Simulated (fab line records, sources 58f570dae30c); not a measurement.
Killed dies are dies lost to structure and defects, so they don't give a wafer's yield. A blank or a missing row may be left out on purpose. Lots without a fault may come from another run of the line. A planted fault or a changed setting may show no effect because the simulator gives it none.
Which tool did it? | flow berkeley_cmos170 | 7 lots, 21 wafers sampled, at 3 steps of a route of 331

WHAT THE GAUGES READ, wafer by wafer
UCB170_PLDD_TW_MEAS_11.
lot  | measured     | on            | PLDD_TW
L354 | day 6 10:41  | film_metro-02 | 1013 1019 1016
L356 | day 7 14:35  | film_metro-04 | 1021 1025 1023
L363 | day 8 06:46  | film_metro-02 | 1070 1074 1070
L366 | day 9 07:28  | film_metro-03 | 1014 1015 1010
L372 | day 10 00:13 | film_metro-04 | 1031 1034 1031
L369 | day 10 01:10 | film_metro-03 | 1010 1006 1007
L375 | day 10 20:56 | film_metro-03 | 1007 1014 1009

WHICH TOOL RAN EACH LOT (tool, then ch and the chambers of the sampled wafers, then the start)
lot  | UCB170_GATE_ETCH_14               | UCB170_PLDD_IMPLANT_09
L354 | rie_diel-01 ch 1,2,3, day 6 07:31 | implanter-02 ch 0, day 6 10:26
L356 | rie_diel-04 ch 1,2, day 7 12:30   | implanter-03 ch 0, day 7 14:20
L363 | rie_diel-03 ch 0,1,3, day 8 03:57 | implanter-03 ch 0, day 8 06:31
L366 | rie_diel-04 ch 1,2, day 9 04:53   | implanter-02 ch 0, day 9 07:13
L372 | rie_diel-04 ch 2,3, day 9 21:05   | implanter-02 ch 0, day 9 23:59
L369 | rie_diel-01 ch 2,3, day 9 21:38   | implanter-01 ch 0, day 10 00:56
L375 | rie_diel-04 ch 0,1, day 10 18:43  | implanter-01 ch 0, day 10 20:41
- UCB170_GATE_ETCH_14: etches BARC in N2/H2.
- UCB170_PLDD_IMPLANT_09

THE ANSWER, worked out from the rows above alone
Rule: what is usual is taken from the lots themselves. Put in order of their means at a reading, lots are off if they are a third of the lots or fewer, leave a main group of 4 or more, and stand apart from it by a gap of 3 or more times the standard deviation of the main group's means; of several such gaps the widest counts. A main group whose means are all the same, to the digits that the tables above print for the reading, isn't used. A lot without any number at a reading at which 4 lots or more have one is off too. The other lots that the step has rows for count as sound.
Off: L363, at UCB170_PLDD_TW_MEAS_11 (PLDD_TW). The main group: mean 1017, standard deviation 8.3.
A tool fits if, at a process step before that reading, it ran every lot that is off, and no sound lot after the first of them. The gauges at UCB170_PLDD_TW_MEAS_11 are tried like those tools. Can't be told from this: 3 tools fit, rie_diel-03 at UCB170_GATE_ETCH_14, implanter-03 at UCB170_PLDD_IMPLANT_09, film_metro-02 at UCB170_PLDD_TW_MEAS_11.

WHAT THE SIMULATOR HAD PUT IN
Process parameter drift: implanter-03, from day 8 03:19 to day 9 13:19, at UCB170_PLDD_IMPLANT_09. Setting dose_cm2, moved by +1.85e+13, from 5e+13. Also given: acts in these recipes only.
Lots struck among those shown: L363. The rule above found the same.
